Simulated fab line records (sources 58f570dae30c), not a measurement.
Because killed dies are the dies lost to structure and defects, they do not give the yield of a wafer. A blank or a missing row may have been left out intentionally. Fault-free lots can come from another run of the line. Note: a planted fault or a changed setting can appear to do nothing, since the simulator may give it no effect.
Which tool is to blame?    flow berkeley-cmos170    39 wafers from 13 lots sampled at 2 of the route's 331 steps

== WHAT THE GAUGES READ, wafer by wafer ==
UCB170_GATE_THK_MEAS_05.
lot   measured      on             GATE_POLY_THK (nm)
L875  day 7 06:51   film-metro-04  207.6 205.8 207.7
L876  day 7 06:51   film-metro-03  212.8 214.1 211.4
L877  day 8 07:23   film-metro-04  209.0 209.0 210.3
L879  day 8 07:23   film-metro-02  214.5 215.5 215.2
L882  day 8 07:23   film-metro-03  212.4 213.6 214.4
L884  day 8 07:25   film-metro-02  210.9 210.0 209.8
L880  day 8 07:29   film-metro-03  211.3 211.8 212.7
L878  day 8 07:29   film-metro-02  210.2 212.7 211.1
L889  day 9 14:22   film-metro-02  213.5 213.2 213.8
L891  day 10 02:51  film-metro-04  214.8 214.7 213.7
L896  day 11 07:43  film-metro-03  217.5 216.1 215.3
L897  day 11 07:43  film-metro-02  215.0 213.0 211.9
L893  day 11 07:47  film-metro-03  214.2 213.8 212.1

UCB170_GATE_CD_MEAS_12: target cd 350 nm.
lot   measured      on         cd-nm (nm)
L875  day 7 07:55   cd-sem-02  349.7 350.4 350.1
L876  day 7 08:24   cd-sem-01  350.7 351.7 351.1
L877  day 8 09:21   cd-sem-02  349.3 349.2 349.6
L879  day 8 09:05   cd-sem-02  348.5 348.9 348.5
L882  day 8 09:14   cd-sem-02  350.5 348.7 349.4
L884  day 8 09:33   cd-sem-02  348.1 347.4 348.1
L880  day 8 10:38   cd-sem-02  348.1 349.1 347.4
L878  day 8 10:10   cd-sem-02  351.2 352.2 352.6
L889  day 9 15:38   cd-sem-01  348.4 348.8 349.1
L891  day 10 04:47  cd-sem-01  350.2 348.5 349.8
L896  day 11 09:20  cd-sem-02  348.6 350.1 349.6
L897  day 11 09:14  cd-sem-01  350.0 349.8 348.8
L893  day 11 09:58  cd-sem-02  349.4 349.4 349.6

== EACH LOT AND THE TOOL THAT RAN IT (in order: tool; ch and the chambers of the sampled wafers; start) ==
The record holds no process step before these readings.

== AS READ BY THE TOOLS THEMSELVES (means over the sampled wafers that have a number; for cases with no such wafer, the mark the record gives instead) ==
The record holds no such reading with a usual standard deviation.

== THE ANSWER, worked out from the rows above alone ==
Rule: usual is defined by the lots themselves. The widest of any qualifying gaps counts: lots, ordered by their means at a reading, are off when they make up no more than a third of the lots, leave a main group of 4 or more, and stand apart from it by 3 or more times the standard deviation of that group's means. The tables above print the reading to a certain number of digits; a main group whose means all agree to those digits is not used. Also off: a lot with no number at a reading for which 4 or more lots have one. Where the step has rows for the other lots, those lots are counted as sound. After the gauges, taken in route order, come the tools' own readings; for these a lot's mean is taken, as printed above. At the first step where some lot is off, the reading lying furthest off is the one used; lots without a number count as furthest.
Across all readings shown, no lot is off: no conclusion can be drawn from this.

== WHAT THE SIMULATOR HAD INSERTED ==
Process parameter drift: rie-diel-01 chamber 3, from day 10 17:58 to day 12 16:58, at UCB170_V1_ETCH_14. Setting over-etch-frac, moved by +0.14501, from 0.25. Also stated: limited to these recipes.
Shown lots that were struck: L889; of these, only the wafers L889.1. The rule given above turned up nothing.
